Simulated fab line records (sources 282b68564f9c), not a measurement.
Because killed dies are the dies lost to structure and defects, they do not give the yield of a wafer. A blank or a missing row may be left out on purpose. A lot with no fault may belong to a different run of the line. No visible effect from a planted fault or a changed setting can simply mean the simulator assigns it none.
Check for tools in common | flow rit cmos | Sampled: 14 lots, 42 wafers

## WHY THIS WAS OPENED
RIT_PSD_TW_MEAS_10, reading PSD_TW: flagged on 2 of 14 lots. No-fault wafers: 3385, standard deviation 35.
Rule: flag the lot when none of its wafers has a number, or when each of its wafers that has one lies beyond 4 standard deviations from that mean. The rest of the lots are taken to be sound.

lot  | measured    | on            | PSD_TW, wafer by wafer | flag
L894 | day 3 10:35 | film metro-03 | 3381 3382 3378         |
L895 | day 3 11:49 | film metro-03 | 3383 3374 3379         |
L897 | day 3 21:49 | film metro-04 | 3418 3422 3400         |
L898 | day 4 04:02 | film metro-01 | 3339 3331 3340         |
L899 | day 4 07:20 | film metro-03 | 3375 3388 3379         |
L901 | day 4 17:31 | film metro-01 | 3343 3328 3322         |
L902 | day 5 00:04 | film metro-04 | 3415 3414 3430         |
L906 | day 5 18:25 | film metro-03 | 2937 2913 2937         | FLAGGED
L909 | day 6 08:40 | film metro-04 | 3421 3419 3416         |
L910 | day 6 16:14 | film metro-01 | 2893 2898 2903         | FLAGGED
L911 | day 6 20:21 | film metro-03 | 3365 3358 3361         |
L912 | day 7 01:20 | film metro-04 | 3429 3431 3413         |
L913 | day 7 05:10 | film metro-01 | 3368 3359 3364         |
L914 | day 7 09:25 | film metro-04 | 3421 3433 3440         |
Average over the flagged lots: 2914; offset from the usual -472, equal to -13 standard deviations.

## WHICH TOOL RAN EACH LOT
The record holds 1 process step before the reading, out of a route of 202 steps. Cell contents, in order: the tool; ch with the chambers the sampled wafers went through; the start.
lot  | flag    | RIT_PSD_IMPLANT_08
L894 |         | implanter-01 ch 0, day 3 10:16
L895 |         | implanter-04 ch 0, day 3 11:29
L897 |         | implanter-04 ch 0, day 3 21:31
L898 |         | implanter-02 ch 0, day 4 03:44
L899 |         | implanter-04 ch 0, day 4 07:02
L901 |         | implanter-02 ch 0, day 4 17:11
L902 |         | implanter-01 ch 0, day 4 23:45
L906 | FLAGGED | implanter-02 ch 0, day 5 18:06
L909 |         | implanter-04 ch 0, day 6 08:20
L910 | FLAGGED | implanter-02 ch 0, day 6 15:57
L911 |         | implanter-04 ch 0, day 6 20:03
L912 |         | implanter-01 ch 0, day 7 01:02
L913 |         | implanter-04 ch 0, day 7 04:50
L914 |         | implanter-01 ch 0, day 7 09:07
What the steps here do:
- RIT_PSD_IMPLANT_08
- RIT_PSD_TW_MEAS_10

## FLAGGED AGAINST TOTAL, ONE TOOL AT A TIME (gauges that did the reading follow at the end)
step               | tool          | lots run | flagged | share of the flagged lots | sound lots run after its first flagged lot
RIT_PSD_IMPLANT_08 | implanter-01  | 4        | 0       | none                      | -
RIT_PSD_IMPLANT_08 | implanter-02  | 4        | 2       | all                       | 0
RIT_PSD_IMPLANT_08 | implanter-04  | 6        | 0       | none                      | -
RIT_PSD_TW_MEAS_10 | film metro-01 | 4        | 1       | some                      | 1 (L913)
RIT_PSD_TW_MEAS_10 | film metro-03 | 5        | 1       | some                      | 1 (L911)
RIT_PSD_TW_MEAS_10 | film metro-04 | 5        | 0       | none                      | -

## THE TABLE: WHAT IT ALLOWS
1 row of the table ran every flagged lot: implanter-02 at RIT_PSD_IMPLANT_08.
- implanter-02 at RIT_PSD_IMPLANT_08 ran 4 lots, 2 of them flagged. Last sound lot L901 at day 4 17:11, first flagged lot L906 at day 5 18:06; a fault beginning in between fits. Its own readings (beam on s, dose ions cm2, end station pressure torr, faraday current uA) fall more than 4 standard deviations out on all wafers of the flagged lots.
One tool is left: implanter-02 at RIT_PSD_IMPLANT_08.

## WHAT HAD BEEN PUT IN BY THE SIMULATOR
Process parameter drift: implanter-02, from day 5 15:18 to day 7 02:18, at RIT_PSD_IMPLANT_08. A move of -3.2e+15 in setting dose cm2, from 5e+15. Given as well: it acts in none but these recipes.
Struck lots among those shown: L906, L910. The rule given above showed the same thing.
